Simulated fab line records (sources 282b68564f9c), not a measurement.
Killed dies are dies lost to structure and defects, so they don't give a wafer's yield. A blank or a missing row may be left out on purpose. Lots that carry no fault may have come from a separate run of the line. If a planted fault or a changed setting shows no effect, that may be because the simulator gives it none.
Split-lot trial ; flow rit cmos ; 5 lots, 23 wafers read, on a route of 202 steps

ABOUT THE SPLIT
At RIT_NWELL_COAT_01 (resist thk 1300 nm), the setting spin rpm was moved away from the recipe's 2000 rpm on 11 of the 23 wafers read, by -6.9% to +4.5%. For the rest of the wafers, this setting stayed at what the recipe calls for.

FROM THE SPLIT TO THE READING: what the file shows between them, 3 steps
- RIT_NWELL_SOFTBAKE_02: time 60 s
- RIT_NWELL_EXPOSE_03: exposes mask M2, target cd 43900 nm
- RIT_NWELL_DEVELOP_05: develop time 68 s

THE READING
NOVOLAK_of_NWELL_COAT_01.thk nm (the simulator's own value, which no gauge read), in nm, at RIT_NWELL_HARDBAKE_07 (time 120 s). The file does not state a usual value for it. Here, 12 wafers ran the recipe; their average is 1137 nm with a standard deviation of 3.9 nm.

wafer;tool, chamber at the split;spin rpm as run, rpm;against the recipe;NOVOLAK_of_NWELL_COAT_01.thk nm, nm;against lot-mates on the recipe
L074.1;litho track-02, 0;1862;-6.9%;1181;+36
L074.6;litho track-02, 0;1862;-6.9%;1181;+36
L074.3;litho track-02, 0;1862;-6.9%;1183;+38
L074.4;litho track-02, 0;2000;recipe;1144;-
L074.5;litho track-02, 0;2000;recipe;1146;-
L075.3;litho track-04, 0;2000;recipe;1135;-
L075.5;litho track-04, 0;2000;recipe;1134;-
L075.6;litho track-04, 0;2000;recipe;1136;-
L081.1;litho track-02, 0;2081;+4.0%;1113;-23
L081.2;litho track-02, 0;2081;+4.0%;1114;-22
L081.3;litho track-02, 0;2000;recipe;1136;-
L081.5;litho track-02, 0;2000;recipe;1136;-
L081.6;litho track-02, 0;2081;+4.0%;1115;-21
L083.1;litho track-04, 0;2000;recipe;1136;-
L083.2;litho track-04, 0;1944;-2.8%;1153;+18
L083.3;litho track-04, 0;2000;recipe;1135;-
L083.4;litho track-04, 0;1944;-2.8%;1151;+16
L083.5;litho track-04, 0;2000;recipe;1134;-
L085.2;litho track-02, 0;2000;recipe;1133;-
L085.3;litho track-02, 0;2000;recipe;1134;-
L085.4;litho track-02, 0;2090;+4.5%;1112;-22
L085.5;litho track-02, 0;2090;+4.5%;1111;-22
L085.6;litho track-02, 0;2090;+4.5%;1113;-20

THE FIT
A straight line over all 23 wafers: NOVOLAK_of_NWELL_COAT_01.thk nm changes by -6.05 nm for each +1% of spin rpm; r = -0.99; the points scatter about the line by 3.4 nm.
The same after taking each lot's own level away (the mean of its wafers on the recipe; 23 wafers): -5.26 nm for each +1%; r = -1.00; scatter 1.3 nm.
Per that fit: largest spin rpm move, reading shift of 36 nm.
Across the lots, their own levels run from 1133.5 to 1145.0 nm, a range of 2.9 times the standard deviation given above.
So the lot-to-lot level changes the slope: the two fits differ.
Check: +36.9 nm against its lot-mates is what the line predicts for one of the wafers moved furthest among these (-6.9%) when that wafer is left out of the fit. It came out at +36 nm against them.

OTHER SPLITS ON THESE WAFERS
Note: prior to the reading, these wafers also went through further splits. Each is held against what the fit with the lots' levels taken away leaves over:
other split on the same wafers;wafers away from the commonest value;r with NOVOLAK_of_NWELL_COAT_01.thk nm (lot level and that fit taken away)
RIT_ACTIVE_OXIDATION_01 ox time s;15;+0.27
RIT_ACTIVE_EXPOSE_08 dose mj;11;-0.14
RIT_ACTIVE_HARDBAKE_12 temp c;4;-0.34

THE WHOLE CHAIN: every reading that the file lists as answering this split, in the file's order
step;what it does;reading;change (the file's fit);r (the file's)
RIT_NWELL_COAT_01;resist thk 1300 nm;NOVOLAK_of_NWELL_COAT_01.thk nm (the simulator's own value, which no gauge read);-6.19 nm for each +1% of the setting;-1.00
RIT_NWELL_HARDBAKE_07;time 120 s;NOVOLAK_of_NWELL_COAT_01.thk nm (the simulator's own value, which no gauge read);-5.33 nm for each +1% of the setting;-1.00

FILE'S OWN FIT
NOVOLAK_of_NWELL_COAT_01.thk nm changes by -5.33 nm for each +1% of spin rpm, r = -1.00.
